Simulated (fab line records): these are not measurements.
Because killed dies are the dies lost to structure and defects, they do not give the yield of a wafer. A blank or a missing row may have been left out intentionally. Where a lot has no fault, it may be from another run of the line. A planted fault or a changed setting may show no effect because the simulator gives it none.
Problem report, 8D (eight disciplines) form, completed by code	flow berkeley cmos170	the parts of the form that need people (team, actions taken, sign-off) are left out

1. WHAT WENT WRONG
At UCB170_V1_STRIP_15, strip time to endpoint s averages 16.55 s over 6 wafers from 2 lots, while fault-free wafers read 15.30 s, standard deviation 0.087. Measured from the usual mean, that is +14 standard deviations.
The step: strips in O2.
First observed at day 11 12:29: wafer L767.1, on plasma asher-03. The record holds 42 wafers of 14 lots with a number at this step. Rule for "out" (also "out of limits"): further than 4 standard deviations from the usual mean. The rest of the wafers with a number are treated as sound.

2. WHAT IT IS AND WHAT IT IS NOT
question	is	is not
which readings at this step	strip time to endpoint s	drypump motor current A, o2 flow sccm, oes product au
which lots	L767, L768	L748, L750, L752, L753, L755, L756, L757, L758, L759, L763, L769, L770
which wafers of those lots	all that have a number	-
read on which tools	plasma asher-03	plasma asher-01, plasma asher-04
when	from day 11 12:29	up to then (30 sound wafers); but 6 sound wafers of L769, L770 came after

3. WHAT RULES OUT EACH SUSPECT
Counting: a tool at a process step up to the reading stays a suspect if it ran every lot that is out and no sound lot after the first of them.
- litho track-03 at UCB170_V1_COAT_07 (resist thk 900 nm): kept. Every lot that is out went through it, starting with L767 (day 11 11:12), and after that it ran no sound lot; the last sound lot it ran before then is L763 (day 10 01:44).
- plasma asher-03 at UCB170_V1_STRIP_15 (strips in O2): ruled out as a lasting fault. Following L767 (day 11 12:29), the first lot on it that is out, the sound lots L770 were run on it.
Left after counting: litho track-03 at UCB170_V1_COAT_07.

4. THE CAUSE (what the simulator had put in)
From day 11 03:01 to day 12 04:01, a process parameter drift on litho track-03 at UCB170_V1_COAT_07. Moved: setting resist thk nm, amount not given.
This tool alone remained once counting was done.

5. THE CHAIN OF EFFECTS, in route order
One row per reading whose mean, taken over the struck wafers that have a number, lies over 3 standard deviations from the usual. Readings are gone through only where the record gives a usual standard deviation; hours: the median, over the lots, of the time from a lot's start at the first step in this table giving one to that lot's start at this step; sigmas: the change measured in usual standard deviations.
hours	step	reading	usual	on struck wafers	change	sigmas
0	UCB170_V1_STRIP_15	strip time to endpoint s	15.30 s	16.55	+1.25	+14
Here are the process steps it includes:
- UCB170_V1_STRIP_15: strips in O2.

6. WHAT WOULD HAVE CAUGHT IT SOONER
9 hours passed between the start of the fault at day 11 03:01 and the first reading out of limits in this record, taken at day 11 12:29.
Tool readings at UCB170_V1_COAT_07 with a usual standard deviation given in the record: none out on any struck wafer, hence no alarm at a limit of 4 standard deviations on them.
Each of the lots that are out, 2 in all, had begun UCB170_V1_COAT_07 on litho track-03 no later than day 11 12:29. Holding the tool at that point would not have protected any of them.
